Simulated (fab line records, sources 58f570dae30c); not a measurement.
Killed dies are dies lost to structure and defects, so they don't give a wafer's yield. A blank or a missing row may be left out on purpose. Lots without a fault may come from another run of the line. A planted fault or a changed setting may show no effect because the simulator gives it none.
Problem report in the 8D (eight disciplines) form, filled by code | flow berkeley_cmos170 | the parts of the form that need people (team, actions taken, sign-off) are left out

1. THE PROBLEM
beam_energy_keV at UCB170_NSD_IMPLANT_08 reads a mean of 40.474 on 9 wafers of 3 lots; wafers without a fault read 39.999 with a standard deviation of 0.012. That is +40 standard deviations from the usual mean.
First seen on wafer L425.3, day 11 18:46, on implanter-01. The record holds 45 wafers of 15 lots with a number at this step. Rule for "out", or "out of limits": more than 4 standard deviations from the usual mean. The other wafers with a number count as sound.

2. WHAT IT IS AND WHAT IT IS NOT
question                    | is                     | is not
which readings at this step | beam_energy_keV        | -
which lots                  | L425, L426, L429       | L408, L409, L412, L414, L415, L416, L418, L419, L420, L421, L423, L431
which wafers of those lots  | all that have a number | -
read on which tools         | implanter-01           | implanter-03, implanter-04
when                        | from day 11 18:46      | up to then (33 sound wafers); but 3 sound wafers of L431 came after

3. SUSPECTS, AND WHAT RULES EACH OUT
Counting: a tool at a process step up to the reading stays a suspect if it ran every lot that is out and no sound lot after the first of them.
- implanter-01 at UCB170_NSD_IMPLANT_08: kept. It ran every lot that is out, first L425 (day 11 18:46), and no sound lot after that; its last sound lot up to then is L423 (day 11 05:04). Its own readings are out on those wafers: beam_energy_keV.
Left after counting: implanter-01 at UCB170_NSD_IMPLANT_08.

4. THE CAUSE (what the simulator had put in)
Process parameter drift: implanter-01, from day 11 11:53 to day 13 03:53, at UCB170_NSD_IMPLANT_08. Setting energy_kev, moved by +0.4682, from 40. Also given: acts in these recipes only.
Counting left only this tool.

5. THE CHAIN OF EFFECTS, in route order
Each row: a reading whose mean over the struck wafers that have a number lies more than 3 standard deviations from the usual. Only readings for which the record gives a usual standard deviation are gone through. hours: the time from each lot's start at the first step in this table that gives one to its start at this step, as a median over the lots. sigmas: the change in usual standard deviations.
hours | step                  | reading         | usual  | on struck wafers | change | sigmas
0     | UCB170_NSD_IMPLANT_08 | beam_energy_keV | 39.999 | 40.474           | +0.475 | +40
The process steps in it:
- UCB170_NSD_IMPLANT_08

6. WHAT WOULD HAVE CAUGHT IT SOONER
In this record the first reading out of limits was taken at day 11 18:46, 7 hours after the fault began at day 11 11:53.
